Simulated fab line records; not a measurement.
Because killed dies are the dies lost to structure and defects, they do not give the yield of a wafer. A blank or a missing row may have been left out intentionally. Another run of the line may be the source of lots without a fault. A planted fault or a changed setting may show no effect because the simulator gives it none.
Which tool did it?    flow berkeley-cmos170    21 wafers from 7 lots sampled at 4 of the route's 331 steps

WHAT EACH GAUGE READ, for each wafer
UCB170_M1_RS_MEAS_01: measurement is done with a four-point probe.
lot   measured      on             M1_AL_RS (ohm/sq)
L744  day 7 17:29   film-metro-01  0.0478 0.0475 0.0477
L745  day 8 10:17   film-metro-01  0.0482 0.0482 0.0485
L748  day 8 17:13   film-metro-01  0.0482 0.0486 0.0486
L751  day 9 03:56   film-metro-03  0.0471 0.0477 0.0471
L759  day 10 09:17  film-metro-03  0.0374 0.0483 0.0482
L760  day 11 01:16  film-metro-01  0.0369 0.0479 0.0477
L764  day 11 16:29  film-metro-01  0.0478 0.0480 0.0476

EACH LOT AND THE TOOL THAT RAN IT (in order: tool; ch and the chambers of the sampled wafers; start)
lot   UCB170_PSD_PEB_04                  UCB170_CONTACT_RTA_08             UCB170_M1_SPUTTER_00
L744  litho-track-04 ch 0, day 7 02:44   rtp-anneal-02 ch 0, day 7 14:52   pvd-sputter-01, day 7 17:25
L745  litho-track-03 ch 0, day 7 19:13   rtp-anneal-01 ch 0, day 8 08:16   pvd-sputter-04, day 8 10:13
L748  litho-track-03 ch 0, day 8 07:17   rtp-anneal-02 ch 0, day 8 15:23   pvd-sputter-04, day 8 17:08
L751  litho-track-04 ch 0, day 8 15:23   rtp-anneal-01 ch 0, day 9 01:07   pvd-sputter-01, day 9 03:53
L759  litho-track-03 ch 0, day 9 22:26   rtp-anneal-02 ch 0, day 10 06:13  pvd-sputter-04, day 10 09:13
L760  litho-track-04 ch 0, day 10 10:31  rtp-anneal-02 ch 0, day 10 22:43  pvd-sputter-04, day 11 01:10
L764  litho-track-01 ch 0, day 11 03:53  rtp-anneal-02 ch 0, day 11 14:44  pvd-sputter-02, day 11 16:26
- UCB170_PSD_PEB_04
- UCB170_CONTACT_RTA_08: time 10 s.
- UCB170_M1_SPUTTER_00: material Al, target thk 600 nm, time 80 s.

THE ANSWER, worked out from the rows above alone
Rule: usual is defined by the lots themselves. The widest of any qualifying gaps counts: lots, ordered by their means at a reading, are off when they make up no more than a third of the lots, leave a main group of 4 or more, and stand apart from it by 3 or more times the standard deviation of that group's means. If all means in a main group match to the digits the tables above print for the reading, that group is not used. Also off: a lot with no number at a reading for which 4 or more lots have one. The other lots that the step has rows for count as sound.
Off: at UCB170_M1_RS_MEAS_01 (M1_AL_RS), L759, L760. For the main group the mean is 0.0479 ohm/sq and the standard deviation 0.00043.
If a tool, at a process step before that reading, ran all the lots that are off and no sound lot after the first of them, it fits. The gauges at UCB170_M1_RS_MEAS_01 are tried like those tools. One candidate fits, namely pvd-sputter-04 at UCB170_M1_SPUTTER_00. A fault onset in the window from L748 (day 8 17:08, its last sound lot) to L759 (day 10 09:13, its first lot off) fits.

WHAT THE SIMULATOR PUT IN
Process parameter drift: pvd-sputter-04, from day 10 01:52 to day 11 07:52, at UCB170_M1_SPUTTER_00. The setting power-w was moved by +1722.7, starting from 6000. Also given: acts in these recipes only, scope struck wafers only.
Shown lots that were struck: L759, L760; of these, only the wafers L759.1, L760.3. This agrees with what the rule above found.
